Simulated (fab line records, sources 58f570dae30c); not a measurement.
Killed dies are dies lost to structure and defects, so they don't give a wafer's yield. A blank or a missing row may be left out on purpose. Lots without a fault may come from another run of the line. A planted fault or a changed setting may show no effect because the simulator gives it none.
Which tool did it? | flow berkeley_cmos170 | 14 lots, 42 wafers sampled, at 5 steps of a route of 331

WHAT THE GAUGES READ, wafer by wafer
UCB170_GATE_CD_MEAS_12: target cd 350 nm. Usual: cd_nm 349.4 nm, standard deviation 1.3.
lot  | measured     | on        | cd_nm (nm)        | flag
L503 | day 5 20:04  | cd_sem-01 | 348.4 349.6 349.7 |
L502 | day 5 20:43  | cd_sem-01 | 348.8 349.9 349.4 |
L505 | day 6 17:06  | cd_sem-01 | 350.0 350.7 349.2 |
L507 | day 6 20:15  | cd_sem-01 | 348.8 347.8 348.2 |
L504 | day 6 20:35  | cd_sem-01 | 349.2 348.6 348.9 |
L508 | day 7 03:33  | cd_sem-02 | 348.1 348.2 349.6 |
L509 | day 7 23:59  | cd_sem-02 | 349.6 351.0 349.3 |
L510 | day 8 00:01  | cd_sem-01 | 350.0 348.7 348.5 |
L511 | day 8 00:11  | cd_sem-01 | 349.1 350.2 350.4 |
L512 | day 8 00:28  | cd_sem-01 | 349.8 349.1 349.7 |
L517 | day 8 22:30  | cd_sem-01 | 346.8 347.5 346.3 |
L520 | day 9 16:50  | cd_sem-02 | 350.4 350.5 350.1 |
L521 | day 9 22:28  | cd_sem-02 | 351.1 351.1 350.5 |
L522 | day 10 16:16 | cd_sem-02 | 349.0 347.9 347.4 |

UCB170_PSD_TW_MEAS_10. Usual: PSD_TW 2341, standard deviation 15.
lot  | measured     | on            | PSD_TW         | flag
L503 | day 6 08:36  | film_metro-02 | 2320 2338 2330 |
L502 | day 6 08:22  | film_metro-01 | 2338 2333 2332 |
L505 | day 7 02:49  | film_metro-02 | 2322 2324 2343 |
L507 | day 7 09:16  | film_metro-01 | 2363 2355 2359 |
L504 | day 7 08:42  | film_metro-01 | 2344 2361 2359 |
L508 | day 7 17:59  | film_metro-02 | 2337 2326 2327 |
L509 | day 8 12:10  | film_metro-01 | 2348 2355 2362 |
L510 | day 8 11:37  | film_metro-02 | 2345 2352 2344 |
L511 | day 8 11:37  | film_metro-03 | 2334 2336 2332 |
L512 | day 8 11:54  | film_metro-01 | 2353 2355 2349 |
L517 | day 9 08:52  | film_metro-03 | 2353 2346 2341 |
L520 | day 10 04:02 | film_metro-03 | 2330 2323 2337 |
L521 | day 10 12:34 | film_metro-01 | 2356 2375 2353 |
L522 | day 11 04:26 | film_metro-03 | 2330 2325 2329 |

UCB170_M1_OVL_MEAS_10. Usual: M1_OVL -5 nm, standard deviation 4.7.
lot  | measured     | on         | M1_OVL (nm) | flag
L503 | day 6 19:23  | overlay-02 | 2 3 5       |
L502 | day 6 18:52  | overlay-02 | -3 -14 -10  |
L505 | day 7 15:41  | overlay-02 | 2 -5 3      |
L507 | day 7 20:13  | overlay-02 | 2 -3 -1     |
L504 | day 7 18:08  | overlay-01 | -1 -6 -8    |
L508 | day 8 06:10  | overlay-02 | -5 -3 -6    |
L509 | day 9 01:27  | overlay-02 | -6 -6 -9    |
L510 | day 9 00:27  | overlay-01 | -3 -5 -11   |
L511 | day 9 00:11  | overlay-01 | -6 -7 -13   |
L512 | day 9 01:20  | overlay-01 | 1 -3 -1     |
L517 | day 9 23:19  | overlay-02 | -1 -16 -12  |
L520 | day 10 15:32 | overlay-01 | -6 -8 -7    |
L521 | day 10 23:04 | overlay-02 | 3 -2 -5     |
L522 | day 11 18:51 | overlay-02 | -6 -7 -5    |

UCB170_V2_THK_MEAS_01. Usual: V2_TEOS_THK 1997 nm, standard deviation 22.
lot  | measured     | on            | V2_TEOS_THK (nm)              | flag
L503 | day 7 06:52  | film_metro-01 | 1972 1977 2011                |
L502 | day 7 06:19  | film_metro-01 | 1976 1986 2020                |
L505 | day 8 03:29  | film_metro-04 | 2003 1984 1993                |
L507 | day 8 07:58  | film_metro-01 | 1995 2025 2031                |
L504 | day 8 03:16  | film_metro-02 | 1940 1993 2018                |
L508 | day 8 18:02  | film_metro-04 | 1993 1984 2031                |
L509 | day 9 11:01  | film_metro-02 | 1962 1959 1992                |
L510 | day 9 10:41  | film_metro-02 | 1957 1952 1996                |
L511 | day 9 10:02  | film_metro-01 | 2192 2229 2224 2192 2227 2222 | OFF
L512 | day 9 10:49  | film_metro-02 | 2164 2207 2229 2165 2207 2228 | OFF
L517 | day 10 11:10 | film_metro-04 | 1977 1959 2000                |
L520 | day 11 04:11 | film_metro-02 | 2007 2029 2025                |
L521 | day 11 10:31 | film_metro-02 | 2001 1980 2006                |
L522 | day 12 06:35 | film_metro-01 | 1982 2000 2008                |

WHICH TOOL RAN EACH LOT (tool, then ch and the chambers of the sampled wafers, then the start)
lot  | UCB170_V2_CVD_00
L503 | pecvd-01 ch 0,1,2, day 7 06:43
L502 | pecvd-04 ch 1,2, day 7 06:10
L505 | pecvd-01 ch 0,1,2, day 8 03:20
L507 | pecvd-04 ch 0,1, day 8 07:47
L504 | pecvd-03 ch 1,2, day 8 03:05
L508 | pecvd-04 ch 0,1,2, day 8 17:53
L509 | pecvd-03 ch 0,2, day 9 10:52
L510 | pecvd-03 ch 0,1, day 9 10:32
L511 | pecvd-04 ch 1,2, day 9 09:52
L512 | pecvd-04 ch 0,1, day 9 10:39
L517 | pecvd-01 ch 0,1, day 10 11:01
L520 | pecvd-01 ch 0,1,2, day 11 04:01
L521 | pecvd-01 ch 0,1, day 11 10:19
L522 | pecvd-03 ch 0,2, day 12 06:25
- UCB170_V2_CVD_00: deposits SiO2 from TEOS/O2, target thk 2000 nm, time 250 s.

WHAT THE TOOLS THEMSELVES READ (means of the sampled wafers that have a number; where no wafer has one, the mark that the record gives instead)
UCB170_V2_CVD_00. Usual: heater_power_w 267 W, standard deviation 45; rf_fwd_power_W 548.7 W, standard deviation 1.7.
lot  | tool     | heater_power_w (W) | rf_fwd_power_W (W) | flag
L503 | pecvd-01 | 235                | 547.6              |
L502 | pecvd-04 | 311                | 548.4              |
L505 | pecvd-01 | 257                | 548.9              |
L507 | pecvd-04 | 282                | 551.2              |
L504 | pecvd-03 | 212                | 549.0              |
L508 | pecvd-04 | 291                | 549.2              |
L509 | pecvd-03 | 238                | 549.4              |
L510 | pecvd-03 | 257                | 548.6              |
L511 | pecvd-04 | 218                | 768.6              | OFF
L512 | pecvd-04 | 195                | 769.5              | OFF
L517 | pecvd-01 | 251                | 550.2              |
L520 | pecvd-01 | 238                | 547.1              |
L521 | pecvd-01 | 259                | 549.2              |
L522 | pecvd-03 | 227                | 547.1              |

THE ANSWER, worked out from the rows above alone
Rule: a lot is off if the mean of its wafers that have a number lies more than 3 standard deviations from the usual mean. A lot without any number at a reading at which 4 lots or more have one is off too. The other lots that the step has rows for count as sound. The gauges are gone through in route order, then the tools' own readings, and for those a lot's mean is taken as printed above. The first step at which some lot is off is used, and at that step the reading that is off furthest; a lot without a number counts as furthest.
Off: L511, L512, at UCB170_V2_THK_MEAS_01 (V2_TEOS_THK).
A tool fits if, at a process step before that reading, it ran every lot that is off, and no sound lot after the first of them. The gauges at UCB170_V2_THK_MEAS_01 aren't tried: what is off there is off at UCB170_V2_CVD_00 too, on other tools, and a gauge's error can't cause that. One fits: pecvd-04 at UCB170_V2_CVD_00. Its last sound lot is L508 (day 8 17:53), its first lot that is off L511 (day 9 09:52): a fault that began between those two fits.
The tool's own readings at UCB170_V2_CVD_00 bear it out: on the lots that are off they differ by more than 5 times the standard deviation of the sound lots' means. rf_fwd_power_W reads 769.0 W there against 548.8 W on the sound lots.

WHAT THE SIMULATOR HAD PUT IN
Process parameter drift: pecvd-04, from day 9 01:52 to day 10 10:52, at UCB170_V2_CVD_00. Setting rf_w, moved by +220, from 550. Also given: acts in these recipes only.
Lots struck among those shown: L511, L512. The rule above found the same.
